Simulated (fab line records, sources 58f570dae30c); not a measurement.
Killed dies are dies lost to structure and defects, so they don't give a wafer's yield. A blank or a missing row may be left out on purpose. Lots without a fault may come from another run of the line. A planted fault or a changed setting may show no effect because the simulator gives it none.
Split-lot experiment | flow berkeley_cmos170 | 5 lots, 23 wafers read, on a route of 331 steps

THE SPLIT
At UCB170_PLDD_COAT_01 (resist thk 900 nm), the setting resist_thk_nm was moved away from the recipe's 900 nm on 7 of the 23 wafers read, by -5.5% to +4.3%. The other wafers ran this setting at the recipe's value.

The reading is taken at the split's own step.

THE READING
KrF_of_PLDD_COAT_01.thk_nm (the simulator's own value, which no gauge read), in nm, at UCB170_PLDD_COAT_01 (resist thk 900 nm). The file gives no usual value for it. The 16 wafers here that ran the recipe average 900.9 nm, standard deviation 2.8 nm.

wafer  | tool, chamber at the split | resist_thk_nm as run, nm | against the recipe | KrF_of_PLDD_COAT_01.thk_nm, nm | against lot-mates on the recipe
L075.1 | litho_track-04, 0          | 919                      | +2.1%              | 923.7                          | +21.5
L075.2 | litho_track-04, 0          | 919                      | +2.1%              | 921.3                          | +19.1
L075.3 | litho_track-04, 0          | 900                      | recipe             | 902.7                          | -
L075.4 | litho_track-04, 0          | 900                      | recipe             | 901.6                          | -
L075.5 | litho_track-04, 0          | 919                      | +2.1%              | 921.5                          | +19.3
L077.2 | litho_track-02, 0          | 900                      | recipe             | 902.4                          | -
L077.3 | litho_track-02, 0          | 900                      | recipe             | 903.9                          | -
L077.4 | litho_track-02, 0          | 900                      | recipe             | 903.9                          | -
L077.5 | litho_track-02, 0          | 900                      | recipe             | 905.6                          | -
L077.6 | litho_track-02, 0          | 900                      | recipe             | 902.6                          | -
L081.1 | litho_track-04, 0          | 900                      | recipe             | 900.9                          | -
L081.2 | litho_track-04, 0          | 900                      | recipe             | 900                            | -
L081.3 | litho_track-04, 0          | 900                      | recipe             | 897.9                          | -
L083.1 | litho_track-04, 0          | 900                      | recipe             | 901.8                          | -
L083.2 | litho_track-04, 0          | 850.7                    | -5.5%              | 854.1                          | -47.1
L083.3 | litho_track-04, 0          | 900                      | recipe             | 900.7                          | -
L083.5 | litho_track-04, 0          | 900                      | recipe             | 901.1                          | -
L083.6 | litho_track-04, 0          | 850.7                    | -5.5%              | 854.5                          | -46.7
L085.1 | litho_track-01, 0          | 900                      | recipe             | 896.4                          | -
L085.2 | litho_track-01, 0          | 900                      | recipe             | 896.4                          | -
L085.3 | litho_track-01, 0          | 900                      | recipe             | 895.9                          | -
L085.4 | litho_track-01, 0          | 938.8                    | +4.3%              | 936.3                          | +40.1
L085.5 | litho_track-01, 0          | 938.8                    | +4.3%              | 936.8                          | +40.6

THE FIT
A straight line over all 23 wafers: KrF_of_PLDD_COAT_01.thk_nm changes by +8.61 nm for each +1% of resist_thk_nm; r = +0.99; the points scatter about the line by 2.8 nm.
The same after taking each lot's own level away (the mean of its wafers on the recipe; 23 wafers): +8.92 nm for each +1%; r = +1.00; scatter 1.2 nm.
On that fit, the largest move of resist_thk_nm shifts the reading by 49 nm.
The lots' own levels span 896.23 to 903.68 nm, that is 2.7 times the standard deviation above.
So the lot-to-lot level changes the slope little: the two slopes agree.
Check: with one of the wafers moved furthest among these (-5.5%) left out of the fit, the line predicts -49 nm for it against its lot-mates. It came out at -47.1 nm against them.

THE WHOLE CHAIN: every reading that the file lists as answering this split, in the file's order
step                 | what it does      | reading                                                                     | change (the file's fit)              | r (the file's)
UCB170_PLDD_COAT_01  | resist thk 900 nm | KrF_of_PLDD_COAT_01.thk_nm (the simulator's own value, which no gauge read) | +8.91 nm for each +1% of the setting | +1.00
UCB170_PLDD_STRIP_10 | strips in O2      | strip_time_to_endpoint_s                                                    | withheld for each +1% of the setting | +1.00

THE FILE'S OWN FIT
KrF_of_PLDD_COAT_01.thk_nm changes by +8.91 nm for each +1% of resist_thk_nm, r = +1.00.
